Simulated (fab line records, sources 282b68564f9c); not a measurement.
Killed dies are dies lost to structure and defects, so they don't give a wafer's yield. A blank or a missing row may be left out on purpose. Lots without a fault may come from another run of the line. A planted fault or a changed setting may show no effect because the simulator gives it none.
Which tool did it? | flow rit_cmos | 15 lots, 45 wafers sampled, at 3 steps of a route of 202

WHAT THE GAUGES READ, wafer by wafer
RIT_CONTACT_OVL_MEAS_09. Usual: CONTACT_OVL -0.8 nm, standard deviation 1.2.
lot  | measured    | on         | CONTACT_OVL (nm) | flag
L558 | day 3 06:22 | overlay-01 | -2.3 -1.1 -0.1   |
L559 | day 3 10:37 | overlay-02 | -0.4 -2.3 -1.1   |
L561 | day 3 18:36 | overlay-02 | -1.4 -0.2 -2.6   |
L563 | day 4 06:38 | overlay-01 | -3.5 -2.3 -1.1   |
L564 | day 4 09:55 | overlay-02 | 0.3 -1.3 0.2     |
L565 | day 4 14:50 | overlay-02 | -1.0 -1.1 -2.1   |
L567 | day 5 01:35 | overlay-02 | 1.3 -1.3 1.8     |
L568 | day 5 06:11 | overlay-02 | -2.4 -1.8 0.5    |
L569 | day 5 10:30 | overlay-02 | -1.1 -1.6 0.0    |
L570 | day 5 15:14 | overlay-01 | -1.8 -3.5 -0.8   |
L571 | day 5 19:58 | overlay-01 | -0.1 -0.8 -0.9   |
L573 | day 6 07:41 | overlay-02 | -0.1 0.6 -0.7    |
L575 | day 6 19:23 | overlay-01 | 1.1 0.1 0.8      |
L577 | day 7 08:07 | overlay-02 | -1.9 1.0 -0.7    |
L580 | day 7 19:32 | overlay-02 | -1.8 -2.5 0.4    |

WHICH TOOL RAN EACH LOT (tool, then ch and the chambers of the sampled wafers, then the start)
lot  | RIT_NSD_STRIP_09                    | RIT_SDANNEAL_RTA_03
L558 | plasma_asher-03 ch 0,1, day 3 01:56 | rtp_anneal-02 ch 0, day 3 04:07
L559 | plasma_asher-03 ch 0,1, day 3 06:01 | rtp_anneal-01 ch 0, day 3 08:03
L561 | plasma_asher-01 ch 0,1, day 3 14:19 | rtp_anneal-01 ch 0, day 3 16:21
L563 | plasma_asher-03 ch 1, day 4 02:14   | rtp_anneal-01 ch 0, day 4 04:16
L564 | plasma_asher-01 ch 0,1, day 4 05:20 | rtp_anneal-02 ch 0, day 4 07:31
L565 | plasma_asher-01 ch 0,1, day 4 10:32 | rtp_anneal-01 ch 0, day 4 12:35
L567 | plasma_asher-03 ch 0, day 4 21:05   | rtp_anneal-01 ch 0, day 4 23:17
L568 | plasma_asher-03 ch 0,1, day 5 01:46 | rtp_anneal-02 ch 0, day 5 03:55
L569 | plasma_asher-03 ch 0, day 5 05:58   | rtp_anneal-01 ch 0, day 5 08:07
L570 | plasma_asher-03 ch 1, day 5 10:50   | rtp_anneal-02 ch 0, day 5 12:52
L571 | plasma_asher-04 ch 0,1, day 5 15:20 | rtp_anneal-01 ch 0, day 5 17:35
L573 | plasma_asher-04 ch 0,1, day 6 03:22 | rtp_anneal-01 ch 0, day 6 05:25
L575 | plasma_asher-01 ch 0,1, day 6 14:53 | rtp_anneal-01 ch 0, day 6 17:07
L577 | plasma_asher-01 ch 0,1, day 7 03:37 | rtp_anneal-01 ch 0, day 7 05:41
L580 | plasma_asher-04 ch 0,1, day 7 15:10 | rtp_anneal-02 ch 0, day 7 17:10
- RIT_NSD_STRIP_09: strips in O2, time 180 s.
- RIT_SDANNEAL_RTA_03: time 5 s.

WHAT THE TOOLS THEMSELVES READ (means of the sampled wafers that have a number; where no wafer has one, the mark that the record gives instead)
RIT_NSD_STRIP_09. Usual: chamber_pressure_mTorr 4000 mTorr, standard deviation 3.4; drypump_motor_current_A 5.5 A, standard deviation 0.48; rf_refl_power_W 6.6 W, standard deviation 1.3.
lot  | tool            | chamber_pressure_mTorr (mTorr) | drypump_motor_current_A (A) | rf_refl_power_W (W) | flag
L558 | plasma_asher-03 | 3996                           | 5.7                         | 7.2                 |
L559 | plasma_asher-03 | 3997                           | 5.7                         | 7.2                 |
L561 | plasma_asher-01 | 4003                           | 5.7                         | 5.9                 |
L563 | plasma_asher-03 | 3998                           | 6.0                         | 7.9                 |
L564 | plasma_asher-01 | 4000                           | 5.4                         | 5.8                 |
L565 | plasma_asher-01 | 4003                           | 5.4                         | 5.8                 |
L567 | plasma_asher-03 | 3999                           | 5.0                         | 5.8                 |
L568 | plasma_asher-03 | 3999                           | 5.7                         | 7.3                 |
L569 | plasma_asher-03 | 4000                           | 5.0                         | 5.9                 |
L570 | plasma_asher-03 | 4003                           | 5.9                         | 8.0                 |
L571 | plasma_asher-04 | 4000                           | 5.4                         | 7.8                 |
L573 | plasma_asher-04 | 4001                           | 5.3                         | 8.0                 |
L575 | plasma_asher-01 | 3999                           | 5.4                         | 5.8                 |
L577 | plasma_asher-01 | 4002                           | 5.7                         | 6.0                 |
L580 | plasma_asher-04 | 3999                           | 5.6                         | 6.8                 |

RIT_SDANNEAL_RTA_03. Usual: wafer_temp_C_max 1053.5, standard deviation 1.1.
lot  | tool          | wafer_temp_C_max | flag
L558 | rtp_anneal-02 | 1053.8           |
L559 | rtp_anneal-01 | 1054.0           |
L561 | rtp_anneal-01 | 1053.7           |
L563 | rtp_anneal-01 | 1053.9           |
L564 | rtp_anneal-02 | 1054.0           |
L565 | rtp_anneal-01 | 1053.0           |
L567 | rtp_anneal-01 | 1052.8           |
L568 | rtp_anneal-02 | 1053.7           |
L569 | rtp_anneal-01 | 1053.3           |
L570 | rtp_anneal-02 | 1053.8           |
L571 | rtp_anneal-01 | 1053.7           |
L573 | rtp_anneal-01 | 1053.5           |
L575 | rtp_anneal-01 | 1053.9           |
L577 | rtp_anneal-01 | 1053.2           |
L580 | rtp_anneal-02 | 1054.6           |

THE ANSWER, worked out from the rows above alone
Rule: a lot is off if the mean of its wafers that have a number lies more than 3 standard deviations from the usual mean. A lot without any number at a reading at which 4 lots or more have one is off too. The other lots that the step has rows for count as sound. The gauges are gone through in route order, then the tools' own readings, and for those a lot's mean is taken as printed above. The first step at which some lot is off is used, and at that step the reading that is off furthest; a lot without a number counts as furthest.
No lot is off at any reading shown: from this, nothing can be told.

WHAT THE SIMULATOR HAD PUT IN
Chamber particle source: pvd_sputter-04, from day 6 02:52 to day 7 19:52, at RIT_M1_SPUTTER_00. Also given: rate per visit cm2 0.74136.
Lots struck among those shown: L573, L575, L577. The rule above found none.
